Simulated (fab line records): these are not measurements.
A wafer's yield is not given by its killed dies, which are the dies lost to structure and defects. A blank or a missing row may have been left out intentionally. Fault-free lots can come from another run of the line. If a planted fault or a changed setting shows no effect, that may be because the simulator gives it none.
Which tool is to blame?    flow rit cmos    14 lots, 42 wafers sampled, at 6 steps of a route of 202

WHAT THE GAUGES READ, wafer by wafer
RIT_NWELL_TW_MEAS_10.
lot   measured     on             NWELL_TW
L693  day 1 22:43  film metro-01  2134 2130 2122
L694  day 2 02:52  film metro-03  2199 2195 2195
L695  day 2 08:38  film metro-01  2134 2128 2126
L696  day 2 14:11  film metro-04  2139 2140 2131
L697  day 2 18:22  film metro-04  2124 2130 2130
L698  day 2 23:07  film metro-01  2131 2134 2134
L700  day 3 09:03  film metro-01  2121 2122 2122
L702  day 3 23:27  film metro-01  2124 2127 2121
L708  day 5 01:20  film metro-04  2492 2492 2504
L709  day 5 06:43  film metro-01  2502 2497 2498
L711  day 5 19:01  film metro-03  2188 2181 2187
L712  day 5 21:37  film metro-03  2190 2189 2187
L713  day 6 02:44  film metro-04  2140 2128 2137
L715  day 6 13:11  film metro-04  2129 2145 2123

RIT_WELLDRIVE_RS_MEAS_01: measurement is done with a four-point probe.
lot   measured     on             NWELL_RS (ohm/sq)
L693  day 2 05:38  film metro-03  275.7 275.4 275.4
L694  day 2 10:23  film metro-01  274.1 273.9 273.8
L695  day 2 16:58  film metro-03  275.1 275.0 275.4
L696  day 2 20:53  film metro-03  275.6 275.7 275.8
L697  day 3 01:41  film metro-03  274.9 275.0 274.9
L698  day 3 05:56  film metro-03  274.7 275.7 275.2
L700  day 3 15:58  film metro-03  275.6 275.4 275.5
L702  day 4 06:08  film metro-01  274.4 274.1 274.5
L708  day 5 08:36  film metro-04  207.5 207.4 207.6
L709  day 5 13:38  film metro-01  207.1 207.0 207.4
L711  day 6 01:58  film metro-03  274.9 275.0 276.0
L712  day 6 04:59  film metro-04  275.1 275.2 275.5
L713  day 6 09:35  film metro-03  275.3 275.2 275.6
L715  day 6 20:20  film metro-04  275.1 274.5 274.8

RIT_NRETRO_TW_MEAS_10.
lot   measured     on             NRETRO_TW
L693  day 2 07:29  film metro-02  1046 1045 1040
L694  day 2 12:16  film metro-01  1046 1048 1051
L695  day 2 18:49  film metro-02  1048 1044 1042
L696  day 2 22:37  film metro-02  1050 1047 1050
L697  day 3 03:32  film metro-02  1047 1045 1044
L698  day 3 07:40  film metro-02  1048 1048 1053
L700  day 3 17:49  film metro-02  1048 1041 1050
L702  day 4 07:53  film metro-04  1053 1046 1053
L708  day 5 10:19  film metro-01  1057 1053 1051
L709  day 5 15:30  film metro-01  1051 1054 1052
L711  day 6 03:49  film metro-02  1052 1047 1051
L712  day 6 06:49  film metro-04  1048 1046 1050
L713  day 6 11:26  film metro-01  1063 1053 1053
L715  day 6 22:10  film metro-01  1056 1047 1050

RIT_NSD_OVL_MEAS_06.
lot   measured     on          NSD_OVL (nm)
L693  day 3 03:17  overlay-02  -0.1 -2.3 -0.8
L694  day 3 05:53  overlay-01  0.0 -1.5 -1.8
L695  day 3 15:22  overlay-01  -2.7 -1.2 -4.9
L696  day 3 18:14  overlay-02  -1.3 -0.8 0.9
L697  day 3 21:50  overlay-02  -0.2 -0.8 -0.3
L698  day 4 02:08  overlay-01  -1.2 -0.8 -2.0
L700  day 4 10:25  overlay-01  -3.1 -4.1 -3.1
L702  day 5 02:57  overlay-01  -1.8 -1.6 -1.1
L708  day 6 05:00  overlay-02  -0.7 -1.4 -2.3
L709  day 6 10:56  overlay-02  -0.1 0.3 1.1
L711  day 6 22:38  overlay-01  -1.6 -2.7 -2.7
L712  day 7 00:33  overlay-02  -4.1 -0.9 -0.2
L713  day 7 08:14  overlay-01  0.1 -2.9 -1.2
L715  day 7 19:48  overlay-01  0.1 0.0 -0.7

TOOL THAT RAN EACH LOT (tool first, then ch and the chambers of the sampled wafers, then the start)
lot   RIT_NWELL_IMPLANT_08            RIT_PRETRO_STRIP_09
L693  implanter-04 ch 0, day 1 22:23  plasma asher-04 ch 0,1, day 2 09:13
L694  implanter-03 ch 0, day 2 02:32  plasma asher-01 ch 1, day 2 13:46
L695  implanter-02 ch 0, day 2 08:19  plasma asher-01 ch 0,1, day 2 20:11
L696  implanter-02 ch 0, day 2 13:52  plasma asher-01 ch 0,1, day 3 00:07
L697  implanter-03 ch 0, day 2 18:02  plasma asher-04 ch 0,1, day 3 04:55
L698  implanter-02 ch 0, day 2 22:47  plasma asher-02 ch 0,1, day 3 09:11
L700  implanter-03 ch 0, day 3 08:43  plasma asher-01 ch 0,1, day 3 19:12
L702  implanter-02 ch 0, day 3 23:07  plasma asher-02 ch 0,1, day 4 09:15
L708  implanter-02 ch 0, day 5 01:02  plasma asher-02 ch 0,1, day 5 11:47
L709  implanter-02 ch 0, day 5 06:23  plasma asher-04 ch 0,1, day 5 16:52
L711  implanter-03 ch 0, day 5 18:42  plasma asher-04 ch 0,1, day 6 05:11
L712  implanter-04 ch 0, day 5 21:20  plasma asher-04 ch 0,1, day 6 08:21
L713  implanter-04 ch 0, day 6 02:24  plasma asher-01 ch 0, day 6 12:56
L715  implanter-04 ch 0, day 6 12:54  plasma asher-01 ch 0,1, day 6 23:41
- RIT_NWELL_IMPLANT_08
- RIT_PRETRO_STRIP_09: strips in O2, time 180 s.

WHAT THE TOOLS THEMSELVES READ (means of the sampled wafers that have a number; where no wafer has one, the mark that the record gives instead)
RIT_NWELL_IMPLANT_08.
lot   tool          dose ions cm2  faraday current uA  tilt deg (degrees)
L693  implanter-04  4.999e+13      159                 7.001
L694  implanter-03  5.000e+13      158                 7.002
L695  implanter-02  5.001e+13      158                 6.990
L696  implanter-02  4.992e+13      156                 7.021
L697  implanter-03  5.005e+13      156                 7.010
L698  implanter-02  5.004e+13      163                 7.015
L700  implanter-03  4.991e+13      157                 7.010
L702  implanter-02  4.998e+13      160                 6.974
L708  implanter-02  7.995e+13      258                 7.003
L709  implanter-02  7.997e+13      256                 7.014
L711  implanter-03  5.000e+13      158                 7.006
L712  implanter-04  4.993e+13      161                 7.018
L713  implanter-04  4.996e+13      162                 7.015
L715  implanter-04  5.003e+13      158                 7.020

RIT_PRETRO_STRIP_09.
lot   tool             drypump motor current A (A)  rf refl power W (W)
L693  plasma asher-04  5.5                          5.0
L694  plasma asher-01  5.1                          6.3
L695  plasma asher-01  5.4                          6.3
L696  plasma asher-01  5.8                          6.0
L697  plasma asher-04  5.6                          5.2
L698  plasma asher-02  5.6                          8.0
L700  plasma asher-01  5.4                          6.3
L702  plasma asher-02  5.9                          6.8
L708  plasma asher-02  5.6                          8.2
L709  plasma asher-04  5.5                          5.0
L711  plasma asher-04  5.5                          5.1
L712  plasma asher-04  5.5                          5.0
L713  plasma asher-01  6.1                          5.9
L715  plasma asher-01  5.8                          6.1

THE ANSWER, worked out from the rows above alone
Rule: the lots themselves supply what counts as usual. Put in order of their means at a reading, lots are off if they are a third of the lots or fewer, leave a main group of 4 or more, and stand apart from it by a gap of 3 or more times the standard deviation of the main group's means; of several such gaps the widest counts. A main group is skipped when, at the precision printed for the reading in the tables above, its means are all equal. Also off: a lot with no number at a reading for which 4 or more lots have one. The other lots that the step has rows for count as sound. The gauges are gone through in route order, then the tools' own readings, and for those a lot's mean is taken as printed above. The first step at which some lot is off is used, and at that step the reading that is off furthest; a lot without a number counts as furthest.
Off: at RIT_NWELL_TW_MEAS_10 (NWELL_TW), L708, L709. The main group has a mean of 2145 with a standard deviation of 27.
A tool fits if, at a process step before that reading, it ran every lot that is off, and no sound lot after the first of them. The gauges at RIT_NWELL_TW_MEAS_10 aren't tried: what is off there is off at RIT_NWELL_IMPLANT_08 too, on other tools, and a gauge's error can't cause that. One fits: RIT_NWELL_IMPLANT_08 on implanter-02. Its last sound lot is L702 (day 3 23:07), its first lot that is off L708 (day 5 01:02): a fault that began between those two fits.
The tool's own readings at RIT_NWELL_IMPLANT_08 bear it out: on the lots that are off they differ by more than 5 times the standard deviation of the sound lots' means. dose ions cm2 reads 7.996e+13 there against 4.998e+13 on the sound lots; faraday current uA reads 257 there against 159 on the sound lots.

WHAT HAD BEEN PUT IN BY THE SIMULATOR
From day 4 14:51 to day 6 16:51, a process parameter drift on implanter-02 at RIT_NWELL_IMPLANT_08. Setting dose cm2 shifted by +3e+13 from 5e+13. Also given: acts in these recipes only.
Struck lots among those shown: L708, L709. This agrees with what the rule above found.
